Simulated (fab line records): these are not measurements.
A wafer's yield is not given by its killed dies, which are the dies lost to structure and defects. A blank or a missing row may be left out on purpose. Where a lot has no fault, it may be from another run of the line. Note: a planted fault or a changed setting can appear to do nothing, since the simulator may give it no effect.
Split-lot study :: flow berkeley cmos170 :: 23 wafers read across 5 lots, on a route 331 steps long

## ABOUT THE SPLIT
At UCB170_SILICIDE_SPUTTER_01 (material Ti, target thk 30 nm, time 25 s), the setting time s was moved away from the recipe's 25 s on 4 of the 23 wafers read, by +7.5% to +11.4%. The other wafers ran this setting at the recipe's value.

## SPLIT TO READING: what lies between them in the file, 1 step
- UCB170_SILICIDE_RS_MEAS_02: measures by four-point-probe

## THE READING
SILICIDE_TI_THK, in nm, at UCB170_SILICIDE_THK_MEAS_03 (measures by xrf). A value of 30.1 nm with a standard deviation of 0.35 nm is what fault-free wafers of this fab line usually give.

wafer: L074.2
tool, chamber at the split: pvd sputter-04, -
time s as run, s: 25
against the recipe: recipe
SILICIDE_TI_THK, nm: 30.5
against lot-mates on the recipe: -

wafer: L074.3
tool, chamber at the split: pvd sputter-04, -
time s as run, s: 25
against the recipe: recipe
SILICIDE_TI_THK, nm: 30.7
against lot-mates on the recipe: -

wafer: L074.4
tool, chamber at the split: pvd sputter-04, -
time s as run, s: 25
against the recipe: recipe
SILICIDE_TI_THK, nm: 30.4
against lot-mates on the recipe: -

wafer: L074.5
tool, chamber at the split: pvd sputter-04, -
time s as run, s: 25
against the recipe: recipe
SILICIDE_TI_THK, nm: 30.5
against lot-mates on the recipe: -

wafer: L074.6
tool, chamber at the split: pvd sputter-04, -
time s as run, s: 25
against the recipe: recipe
SILICIDE_TI_THK, nm: 30.5
against lot-mates on the recipe: -

wafer: L078.1
tool, chamber at the split: pvd sputter-03, -
time s as run, s: 25
against the recipe: recipe
SILICIDE_TI_THK, nm: 29.8
against lot-mates on the recipe: -

wafer: L078.3
tool, chamber at the split: pvd sputter-03, -
time s as run, s: 25
against the recipe: recipe
SILICIDE_TI_THK, nm: 29.8
against lot-mates on the recipe: -

wafer: L078.4
tool, chamber at the split: pvd sputter-03, -
time s as run, s: 27.84
against the recipe: +11.4%
SILICIDE_TI_THK, nm: 33.6
against lot-mates on the recipe: +3.7

wafer: L078.5
tool, chamber at the split: pvd sputter-03, -
time s as run, s: 25
against the recipe: recipe
SILICIDE_TI_THK, nm: 30.0
against lot-mates on the recipe: -

wafer: L078.6
tool, chamber at the split: pvd sputter-03, -
time s as run, s: 27.84
against the recipe: +11.4%
SILICIDE_TI_THK, nm: 33.5
against lot-mates on the recipe: +3.6

wafer: L081.1
tool, chamber at the split: pvd sputter-02, -
time s as run, s: 25
against the recipe: recipe
SILICIDE_TI_THK, nm: 30.3
against lot-mates on the recipe: -

wafer: L081.3
tool, chamber at the split: pvd sputter-02, -
time s as run, s: 25
against the recipe: recipe
SILICIDE_TI_THK, nm: 30.3
against lot-mates on the recipe: -

wafer: L081.4
tool, chamber at the split: pvd sputter-02, -
time s as run, s: 25
against the recipe: recipe
SILICIDE_TI_THK, nm: 30.1
against lot-mates on the recipe: -

wafer: L084.1
tool, chamber at the split: pvd sputter-03, -
time s as run, s: 25
against the recipe: recipe
SILICIDE_TI_THK, nm: 29.6
against lot-mates on the recipe: -

wafer: L084.2
tool, chamber at the split: pvd sputter-03, -
time s as run, s: 25
against the recipe: recipe
SILICIDE_TI_THK, nm: 29.2
against lot-mates on the recipe: -

wafer: L084.3
tool, chamber at the split: pvd sputter-03, -
time s as run, s: 25
against the recipe: recipe
SILICIDE_TI_THK, nm: 29.2
against lot-mates on the recipe: -

wafer: L084.5
tool, chamber at the split: pvd sputter-03, -
time s as run, s: 25
against the recipe: recipe
SILICIDE_TI_THK, nm: 29.3
against lot-mates on the recipe: -

wafer: L084.6
tool, chamber at the split: pvd sputter-03, -
time s as run, s: 25
against the recipe: recipe
SILICIDE_TI_THK, nm: 29.3
against lot-mates on the recipe: -

wafer: L085.1
tool, chamber at the split: pvd sputter-02, -
time s as run, s: 25
against the recipe: recipe
SILICIDE_TI_THK, nm: 30.0
against lot-mates on the recipe: -

wafer: L085.3
tool, chamber at the split: pvd sputter-02, -
time s as run, s: 25
against the recipe: recipe
SILICIDE_TI_THK, nm: 30.0
against lot-mates on the recipe: -

wafer: L085.4
tool, chamber at the split: pvd sputter-02, -
time s as run, s: 26.88
against the recipe: +7.5%
SILICIDE_TI_THK, nm: 32.2
against lot-mates on the recipe: +2.2

wafer: L085.5
tool, chamber at the split: pvd sputter-02, -
time s as run, s: 26.88
against the recipe: +7.5%
SILICIDE_TI_THK, nm: 32.4
against lot-mates on the recipe: +2.4

wafer: L085.6
tool, chamber at the split: pvd sputter-02, -
time s as run, s: 25
against the recipe: recipe
SILICIDE_TI_THK, nm: 30.0
against lot-mates on the recipe: -

THE FIT
A straight line over all 23 wafers: SILICIDE_TI_THK changes by +0.313 nm for each +1% of time s; r = +0.94; the points scatter about the line by 0.44 nm.
The same after taking each lot's own level away (the mean of its wafers on the recipe; 23 wafers): +0.319 nm for each +1%; r = +1.00; scatter 0.11 nm.
The reading moves by 3.6 nm for the largest change in time s, on that fit.
The lots' own levels span 29.32 to 30.52 nm, that is 3.4 times the standard deviation above.
So the lot-to-lot level changes the slope little: the two slopes agree.
Check: for one of the wafers moved furthest among these (+11.4%), held out of the fit, the line's prediction against its lot-mates is +3.56 nm. It came out at +3.73 nm against them.

## ADDITIONAL SPLITS CARRIED BY THESE WAFERS
Other splits were also applied to these wafers ahead of the reading. Each is held against what the fit with the lots' levels taken away leaves over:
other split on the same wafers: UCB170_NSD_EXPOSE_03 dose mj
wafers away from the commonest value: 11
r with SILICIDE_TI_THK (lot level and that fit taken away): -0.12

## THE WHOLE CHAIN: every reading that the file lists as answering this split, in the file's order
step: UCB170_SILICIDE_SPUTTER_01
what it does: material Ti, target thk 30 nm, time 25 s
reading: Ti_of_SILICIDE_SPUTTER_01.thk nm (the simulator's own value, which no gauge read)
change (the file's fit): +0.315 nm for each +1% of the setting
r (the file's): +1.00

step: UCB170_SILICIDE_RS_MEAS_02
what it does: measures by four-point-probe
reading: SILICIDE_TI_RS
change (the file's fit): -0.294 for each +1% of the setting
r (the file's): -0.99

step: UCB170_SILICIDE_THK_MEAS_03
what it does: measures by xrf
reading: SILICIDE_TI_THK
change (the file's fit): +0.319 for each +1% of the setting
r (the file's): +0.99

## THE FILE'S OWN FIT
SILICIDE_TI_THK changes by +0.319 nm for each +1% of time s, r = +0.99.
